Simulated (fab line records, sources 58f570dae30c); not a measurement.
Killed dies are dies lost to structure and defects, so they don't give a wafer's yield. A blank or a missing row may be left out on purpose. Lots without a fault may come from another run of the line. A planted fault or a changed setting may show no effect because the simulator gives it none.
Which tool did it? | flow berkeley_cmos170 | 14 lots, 42 wafers sampled, at 2 steps of a route of 331

WHAT THE GAUGES READ, wafer by wafer
UCB170_GATE_THK_MEAS_02.
lot  | measured     | on            | GATE_OXIDE_THK (nm)
L845 | day 5 21:40  | film_metro-02 | 6.43 6.42 6.47
L846 | day 5 21:43  | film_metro-02 | 6.49 6.47 6.35
L847 | day 5 21:40  | film_metro-04 | 6.54 6.31 6.57
L849 | day 6 13:45  | film_metro-02 | 6.64 6.62 6.68
L848 | day 6 23:25  | film_metro-02 | 6.73 6.71 6.66
L851 | day 6 23:20  | film_metro-01 | 6.62 6.50 6.71
L852 | day 6 23:21  | film_metro-02 | 6.47 6.44 6.42
L856 | day 8 07:17  | film_metro-02 | 6.82 6.78 6.79
L857 | day 8 07:17  | film_metro-01 | 6.71 6.73 6.64
L858 | day 8 21:24  | film_metro-04 | 6.68 6.70 6.65
L860 | day 8 21:27  | film_metro-02 | 6.75 6.69 6.69
L861 | day 8 21:23  | film_metro-02 | 6.84 6.77 6.85
L864 | day 10 19:19 | film_metro-04 | 10.94 10.95 10.87 10.96 10.91 10.86
L868 | day 10 23:49 | film_metro-02 | 10.66 10.79 10.69 10.68 10.73 10.75

WHICH TOOL RAN EACH LOT (tool, then ch and the chambers of the sampled wafers, then the start)
lot  | UCB170_GATE_OXIDATION_01
L845 | furnace-03 ch 0, day 5 20:09
L846 | furnace-03 ch 0, day 5 20:09
L847 | furnace-03 ch 0, day 5 20:09
L849 | furnace-03 ch 0, day 6 12:15
L848 | furnace-02 ch 0, day 6 21:50
L851 | furnace-02 ch 0, day 6 21:50
L852 | furnace-02 ch 0, day 6 21:50
L856 | furnace-03 ch 0, day 8 05:47
L857 | furnace-03 ch 0, day 8 05:47
L858 | furnace-02 ch 0, day 8 19:53
L860 | furnace-02 ch 0, day 8 19:53
L861 | furnace-02 ch 0, day 8 19:53
L864 | furnace-03 ch 0, day 10 15:04
L868 | furnace-03 ch 0, day 10 20:25 and furnace-02 ch 0, day 10 22:19
- UCB170_GATE_OXIDATION_01: target thk 6.6 nm, ox time 1800 s.

WHAT THE TOOLS THEMSELVES READ (means of the sampled wafers that have a number; where no wafer has one, the mark that the record gives instead)
UCB170_GATE_OXIDATION_01.
lot  | tool                  | zone_power_load_pct (%) | zone_power_source_pct (%)
L845 | furnace-03            | 22.6                    | 24.3
L846 | furnace-03            | 22.6                    | 24.6
L847 | furnace-03            | 22.5                    | 24.6
L849 | furnace-03            | 22.5                    | 24.7
L848 | furnace-02            | 20.8                    | 27.1
L851 | furnace-02            | 20.8                    | 27.0
L852 | furnace-02            | 20.9                    | 26.8
L856 | furnace-03            | 22.7                    | 24.3
L857 | furnace-03            | 22.6                    | 24.7
L858 | furnace-02            | 20.8                    | 27.3
L860 | furnace-02            | 20.8                    | 27.2
L861 | furnace-02            | 20.6                    | 26.7
L864 | furnace-03            | 22.6                    | 24.6
L868 | furnace-03/furnace-02 | 21.7                    | 25.7

THE ANSWER, worked out from the rows above alone
Rule: what is usual is taken from the lots themselves. Put in order of their means at a reading, lots are off if they are a third of the lots or fewer, leave a main group of 4 or more, and stand apart from it by a gap of 3 or more times the standard deviation of the main group's means; of several such gaps the widest counts. A main group whose means are all the same, to the digits that the tables above print for the reading, isn't used. A lot without any number at a reading at which 4 lots or more have one is off too. The other lots that the step has rows for count as sound. The gauges are gone through in route order, then the tools' own readings, and for those a lot's mean is taken as printed above. The first step at which some lot is off is used, and at that step the reading that is off furthest; a lot without a number counts as furthest.
Off: L864, L868, at UCB170_GATE_THK_MEAS_02 (GATE_OXIDE_THK). The main group: mean 6.62 nm, standard deviation 0.13.
A tool fits if, at a process step before that reading, it ran every lot that is off, and no sound lot after the first of them. The gauges at UCB170_GATE_THK_MEAS_02 are tried like those tools. One fits: furnace-03 at UCB170_GATE_OXIDATION_01. Its last sound lot is L856 (day 8 05:47), its first lot that is off L864 (day 10 15:04): a fault that began between those two fits.

WHAT THE SIMULATOR HAD PUT IN
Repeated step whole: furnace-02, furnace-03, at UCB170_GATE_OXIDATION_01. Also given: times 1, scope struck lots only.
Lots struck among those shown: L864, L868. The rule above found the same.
